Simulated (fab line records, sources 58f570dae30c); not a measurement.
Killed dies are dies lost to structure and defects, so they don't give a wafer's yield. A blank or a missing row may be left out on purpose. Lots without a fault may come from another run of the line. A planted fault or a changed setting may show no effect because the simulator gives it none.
Which tool did it? | flow berkeley_cmos170 | 15 lots, 45 wafers sampled, at 3 steps of a route of 331

WHAT THE GAUGES READ, wafer by wafer
UCB170_M2_OVL_MEAS_16.
lot  | measured     | on         | M2_OVL (nm)
L296 | day 8 11:32  | overlay-01 | 3 -3 2
L297 | day 8 07:53  | overlay-01 | 11 12 7
L298 | day 8 07:40  | overlay-02 | 5 12 9
L299 | day 8 17:10  | overlay-01 | 4 -7 0
L300 | day 8 17:48  | overlay-02 | 5 1 8
L303 | day 9 02:23  | overlay-01 | 2 -3 -1
L304 | day 9 01:51  | overlay-01 | 9 5 9
L306 | day 9 19:43  | overlay-02 | -6 -4 -3
L307 | day 10 07:44 | overlay-01 | 13 1 6
L308 | day 10 07:26 | overlay-02 | 9 5 10
L309 | day 11 00:58 | overlay-01 | 8 9 11
L312 | day 11 09:37 | overlay-02 | 9 12 7
L314 | day 11 09:25 | overlay-01 | -6 -5 3
L317 | day 12 08:56 | overlay-01 | -4 3 -1
L318 | day 12 17:25 | overlay-02 | -3 -11 -11

UCB170_V2_BOW_MEAS_03.
lot  | measured     | on            | V2_BOW (um)
L296 | day 8 12:34  | film_metro-01 | 43 31 44
L297 | day 8 08:58  | film_metro-01 | 44 45 42
L298 | day 8 08:42  | film_metro-01 | 32 43 37
L299 | day 8 18:12  | film_metro-02 | 37 52 32
L300 | day 8 18:48  | film_metro-03 | 32 38 28
L303 | day 9 03:23  | film_metro-01 | 38 35 41
L304 | day 9 02:53  | film_metro-02 | 24 34 42
L306 | day 9 20:46  | film_metro-03 | 30 45 34
L307 | day 10 08:47 | film_metro-01 | 28 20 37
L308 | day 10 08:26 | film_metro-02 | 41 30 44
L309 | day 11 02:05 | film_metro-03 | 42 39 42
L312 | day 11 10:38 | film_metro-01 | 48 42 38
L314 | day 11 10:25 | film_metro-02 | 22 44 35
L317 | day 12 09:56 | film_metro-01 | 30 32 39
L318 | day 12 18:37 | film_metro-01 | 33 36 36

WHICH TOOL RAN EACH LOT (tool, then ch and the chambers of the sampled wafers, then the start)
lot  | UCB170_ACTIVE_CLEAN_00
L296 | wet_bench-02 ch 3, day 4 12:49
L297 | wet_bench-02 ch 1, day 4 12:49
L298 | wet_bench-02 ch 2, day 4 12:49
L299 | wet_bench-02 ch 1, day 4 23:02
L300 | wet_bench-02 ch 0, day 4 23:02
L303 | wet_bench-02 ch 1, day 5 05:40
L304 | wet_bench-02 ch 0, day 5 05:40
L306 | wet_bench-04 ch 1, day 5 21:17
L307 | wet_bench-04 ch 1, day 6 08:44
L308 | wet_bench-04 ch 2, day 6 08:44
L309 | wet_bench-02 ch 3, day 6 13:35
L312 | wet_bench-02 ch 3, day 7 06:53
L314 | wet_bench-04 ch 3, day 7 10:43
L317 | wet_bench-02 ch 0, day 8 13:29
L318 | wet_bench-02 ch 2, day 8 17:59
- UCB170_ACTIVE_CLEAN_00: cleans in SPM, time 600 s.

WHAT THE TOOLS THEMSELVES READ (means of the sampled wafers that have a number; where no wafer has one, the mark that the record gives instead)
UCB170_ACTIVE_CLEAN_00.
lot  | tool         | bath_guard_temp_C (C) | bath_heat_duty_pct (%)
L296 | wet_bench-02 | 120.4                 | 13.8
L297 | wet_bench-02 | 120.3                 | 11.6
L298 | wet_bench-02 | 120.0                 | 16.7
L299 | wet_bench-02 | 120.2                 | 11.5
L300 | wet_bench-02 | 120.8                 | 13.6
L303 | wet_bench-02 | 120.2                 | 11.8
L304 | wet_bench-02 | 120.9                 | 14.7
L306 | wet_bench-04 | 120.2                 | 15.1
L307 | wet_bench-04 | -                     | -
L308 | wet_bench-04 | -                     | -
L309 | wet_bench-02 | -                     | -
L312 | wet_bench-02 | 120.3                 | 13.8
L314 | wet_bench-04 | 121.3                 | 12.2
L317 | wet_bench-02 | 120.6                 | 13.9
L318 | wet_bench-02 | 119.7                 | 16.2

THE ANSWER, worked out from the rows above alone
Rule: what is usual is taken from the lots themselves. Put in order of their means at a reading, lots are off if they are a third of the lots or fewer, leave a main group of 4 or more, and stand apart from it by a gap of 3 or more times the standard deviation of the main group's means; of several such gaps the widest counts. A main group whose means are all the same, to the digits that the tables above print for the reading, isn't used. A lot without any number at a reading at which 4 lots or more have one is off too. The other lots that the step has rows for count as sound. The gauges are gone through in route order, then the tools' own readings, and for those a lot's mean is taken as printed above. The first step at which some lot is off is used, and at that step the reading that is off furthest; a lot without a number counts as furthest.
Off: L307, L308, L309, at UCB170_ACTIVE_CLEAN_00 (bath_guard_temp_C). Without a number there: L307, L308, L309. The main group: mean 120.4 C, standard deviation 0.41.
A tool fits if, at that step or a process step before it, it ran every lot that is off, and no sound lot after the first of them. None of those tried fits.

WHAT THE SIMULATOR HAD PUT IN
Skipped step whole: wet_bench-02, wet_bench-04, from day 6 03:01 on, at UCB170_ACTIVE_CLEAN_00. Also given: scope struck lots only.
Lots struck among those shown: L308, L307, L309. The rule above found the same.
